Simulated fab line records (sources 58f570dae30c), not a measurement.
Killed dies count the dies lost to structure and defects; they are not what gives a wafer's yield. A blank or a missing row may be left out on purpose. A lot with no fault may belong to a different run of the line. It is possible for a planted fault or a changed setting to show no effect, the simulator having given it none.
Split-lot trial + flow berkeley cmos170 + route with 331 steps; 5 lots, 23 wafers read

## ON THE SPLIT
At UCB170_M2_SPUTTER_01 (material Al, target thk 900 nm, time 120 s), the setting time s was moved away from the recipe's 120 s on 9 of the 23 wafers read, by -4.6% to +15.0%. The other wafers ran this setting at the recipe's value.

## FROM THE SPLIT TO THE READING: what the file shows between them, 4 steps
- UCB170_M2_RS_MEAS_02: measures by four-point-probe
- UCB170_M2_THK_MEAS_03: measures by xrf
- UCB170_M2_STRIP_07: strips in O2 (also split here: o2 flow sccm)
- UCB170_M2_ETCH_17: etches BARC in N2/H2 (also split here: pressure mtorr)

## THE READING
oes product au, in a.u., at UCB170_M2_METAL_ETCH_18 (etches Al in Cl2/BCl3, stops on SiO2, target depth 1170 nm, time 195 s). A value of 0.857 a.u. with a standard deviation of 0.0093 a.u. is what fault-free wafers of this fab line usually give.

| wafer  | tool, chamber at the split | time s as run, s | against the recipe | oes product au, a.u. | against lot-mates on the recipe |
|--------|----------------------------|------------------|--------------------|----------------------|---------------------------------|
| L075.1 | pvd sputter-04, -          | 120              | recipe             | 0.866                | -                               |
| L075.2 | pvd sputter-04, -          | 120              | recipe             | 0.857                | -                               |
| L075.4 | pvd sputter-04, -          | 120              | recipe             | 0.866                | -                               |
| L075.5 | pvd sputter-04, -          | 114.5            | -4.6%              | 0.837                | -0.026                          |
| L075.6 | pvd sputter-04, -          | 114.5            | -4.6%              | 0.838                | -0.025                          |
| L080.1 | pvd sputter-02, -          | 120              | recipe             | 0.838                | -                               |
| L080.5 | pvd sputter-02, -          | 120              | recipe             | 0.862                | -                               |
| L080.6 | pvd sputter-02, -          | 120              | recipe             | 0.839                | -                               |
| L076.1 | pvd sputter-03, -          | 120              | recipe             | 0.868                | -                               |
| L076.2 | pvd sputter-03, -          | 129.6            | +8.0%              | 0.904                | +0.038                          |
| L076.3 | pvd sputter-03, -          | 129.6            | +8.0%              | 0.887                | +0.021                          |
| L076.5 | pvd sputter-03, -          | 120              | recipe             | 0.864                | -                               |
| L076.6 | pvd sputter-03, -          | 129.6            | +8.0%              | 0.900                | +0.034                          |
| L079.1 | pvd sputter-04, -          | 126.7            | +5.6%              | 0.887                | +0.036                          |
| L079.2 | pvd sputter-04, -          | 120              | recipe             | 0.847                | -                               |
| L079.3 | pvd sputter-04, -          | 120              | recipe             | 0.856                | -                               |
| L079.5 | pvd sputter-04, -          | 126.7            | +5.6%              | 0.889                | +0.038                          |
| L079.6 | pvd sputter-04, -          | 120              | recipe             | 0.849                | -                               |
| L084.1 | pvd sputter-03, -          | 120              | recipe             | 0.862                | -                               |
| L084.2 | pvd sputter-03, -          | 138              | +15.0%             | 0.913                | +0.059                          |
| L084.3 | pvd sputter-03, -          | 138              | +15.0%             | 0.927                | +0.073                          |
| L084.4 | pvd sputter-03, -          | 120              | recipe             | 0.848                | -                               |
| L084.6 | pvd sputter-03, -          | 120              | recipe             | 0.853                | -                               |

FIT RESULTS
A straight line over all 23 wafers: oes product au changes by +0.00455 a.u. for each +1% of time s; r = +0.94; the points scatter about the line by 0.0091 a.u.
The same after taking each lot's own level away (the mean of its wafers on the recipe; 23 wafers): +0.00453 a.u. for each +1%; r = +0.95; scatter 0.0077 a.u.
According to that fit, moving time s by its largest amount changes the reading by 0.068 a.u.
Measured against the standard deviation above, the lots' own levels, which go from 0.8463 to 0.8660 a.u., span 2.1 times it.
The two slopes agree, so the slope changes little with the lot-to-lot level.
Check: with one of the wafers moved furthest among these (+15.0%) left out of the fit, the line predicts +0.0715 a.u. for it against its lot-mates. It came out at +0.0587 a.u. against them.

## FURTHER SPLITS ON THESE WAFERS
Other splits were also applied to these wafers ahead of the reading. Each is held against what the fit with the lots' levels taken away leaves over:
| other split on the same wafers    | wafers away from the commonest value | r with oes product au (lot level and that fit taken away) |
|-----------------------------------|--------------------------------------|-----------------------------------------------------------|
| UCB170_PSD_COAT_01 resist thk nm  | 7                                    | +0.14                                                     |
| UCB170_NSD_EXPOSE_03 dose mj      | 6                                    | -0.18                                                     |
| UCB170_NSD_IMPLANT_08 dose cm2    | 7                                    | -0.02                                                     |
| UCB170_SILICIDE_SPUTTER_01 time s | 8                                    | -0.36                                                     |
| UCB170_M1_COAT_04 resist thk nm   | 8                                    | +0.02                                                     |
| UCB170_M2_STRIP_07 o2 flow sccm   | 6                                    | +0.38                                                     |
| UCB170_M2_ETCH_17 pressure mtorr  | 15                                   | +0.10                                                     |

## THE WHOLE CHAIN: every reading that the file lists as answering this split, in the file's order
| step                    | what it does                                                           | reading                                                                     | change (the file's fit)                   | r (the file's) |
|-------------------------|------------------------------------------------------------------------|-----------------------------------------------------------------------------|-------------------------------------------|----------------|
| UCB170_M2_SPUTTER_01    | material Al, target thk 900 nm, time 120 s                             | Al_of_M2_SPUTTER_01.thk nm (the simulator's own value, which no gauge read) | +9.09 nm for each +1% of the setting      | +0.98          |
| UCB170_M2_RS_MEAS_02    | measures by four-point-probe                                           | M2_AL_RS                                                                    | -0.000297 for each +1% of the setting     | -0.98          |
| UCB170_M2_THK_MEAS_03   | measures by xrf                                                        | M2_AL_THK                                                                   | +9.3 for each +1% of the setting          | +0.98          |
| UCB170_M2_METAL_ETCH_18 | etches Al in Cl2/BCl3, stops on SiO2, target depth 1170 nm, time 195 s | oes product au                                                              | +0.00458 a.u. for each +1% of the setting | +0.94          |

## FILE'S OWN FIT
oes product au changes by +0.00458 a.u. for each +1% of time s, r = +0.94.
